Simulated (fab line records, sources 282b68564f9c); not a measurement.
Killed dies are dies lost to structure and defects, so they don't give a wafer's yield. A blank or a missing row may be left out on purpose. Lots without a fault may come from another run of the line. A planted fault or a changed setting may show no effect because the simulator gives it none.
One fault seen from 2 desks | flow rit_cmos | each desk has only its own numbers; what lay behind them comes last

THE TOOL OWNER'S DESK: implanter-04
The tool's own readings at RIT_PLDD_IMPLANT_08: means of the sampled wafers that have a number, for each lot that ran on this tool. A lot is out of limits, marked OUT, if its mean lies more than 4 standard deviations from the usual mean; the brackets give that distance.
Columns: A = beam_energy_keV at RIT_PLDD_IMPLANT_08, usual 19.999
lot  | first seen here | A
L115 | day 2 20:30     | 19.996
L116 | day 3 07:14     | 19.999
L117 | day 3 09:36     | 19.993
L129 | day 6 02:29     | 13.997 (-99 or more) OUT
L130 | day 6 20:05     | 13.996 (-99 or more) OUT
This desk's finding: out of limits on L129, L130; first on L129, day 6 02:29 (beam_energy_keV at RIT_PLDD_IMPLANT_08). In limits: L115, L116, L117.

THE METROLOGY DESK
What the gauges read, lot by lot, whatever tool the lot ran on: means of the sampled wafers that have a number. A lot is out of limits, marked OUT, if its mean lies more than 4 standard deviations from the usual mean; the brackets give that distance.
Columns: A = FOX2_OXIDE_THK at RIT_FOX2_THK_MEAS_01, usual 354 nm; B = PLDD_TW at RIT_PLDD_TW_MEAS_10, usual 2366; C = PLDD_RS at RIT_SDANNEAL_RS_MEAS_06, usual 178.4 ohm/sq; D = M1_OVL at RIT_M1_OVL_MEAS_10, usual 0.9 nm
lot  | first seen here | A   | B               | C               | D
L115 | day 1 20:28     | 350 | 2356            | 177.7           | -0.4
L116 | day 2 01:41     | 349 | 2357            | 178.4           | 1.9
L117 | day 2 05:52     | 351 | 2404            | 178.5           | 1.5
L118 | day 2 11:13     | 357 | 2354            | 178.0           | 1.0
L120 | day 2 23:26     | 350 | 2389            | 178.7           | 1.0
L121 | day 3 03:27     | 355 | 2358            | 179.1           | 0.0
L122 | day 3 06:29     | 357 | 2366            | 178.8           | 2.3
L124 | day 3 17:02     | 359 | 2406            | 178.1           | 0.2
L125 | day 3 20:44     | 345 | 2356            | 178.2           | 2.1
L129 | day 4 18:52     | 366 | 2138 (-9.1) OUT | 203.1 (+55) OUT | 0.6
L130 | day 5 00:26     | 362 | 2127 (-9.6) OUT | 203.2 (+55) OUT | 0.2
L135 | day 6 13:35     | 351 | 2350            | 178.6           | 1.5
L136 | day 6 20:05     | 352 | 2412            | 178.6           | 3.1
L138 | day 7 04:24     | 359 | 2341            | 178.7           | 0.3
This desk's finding: out of limits on L129, L130; first on L129, day 6 02:49 (PLDD_TW at RIT_PLDD_TW_MEAS_10). In limits: L115, L116, L117, L118, L120, L121, L122, L124, L125, L135, L136, L138.

PUT TOGETHER
The tool owner's desk could have raised an alarm at day 6 02:29, on L129, L130.
The metrology desk could have raised an alarm at day 6 02:49, on L129, L130.
Of the lots named, all ran RIT_PLDD_IMPLANT_08 on implanter-04.

WHAT THE SIMULATOR HAD PUT IN
Process parameter drift: implanter-04, from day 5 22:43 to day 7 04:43, at RIT_PLDD_IMPLANT_08. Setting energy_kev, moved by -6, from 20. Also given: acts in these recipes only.
Lots struck among those shown: L129, L130.
Hours from the fault's start to each desk's first reading out of limits: the tool owner's desk, 4; the metrology desk, 4.
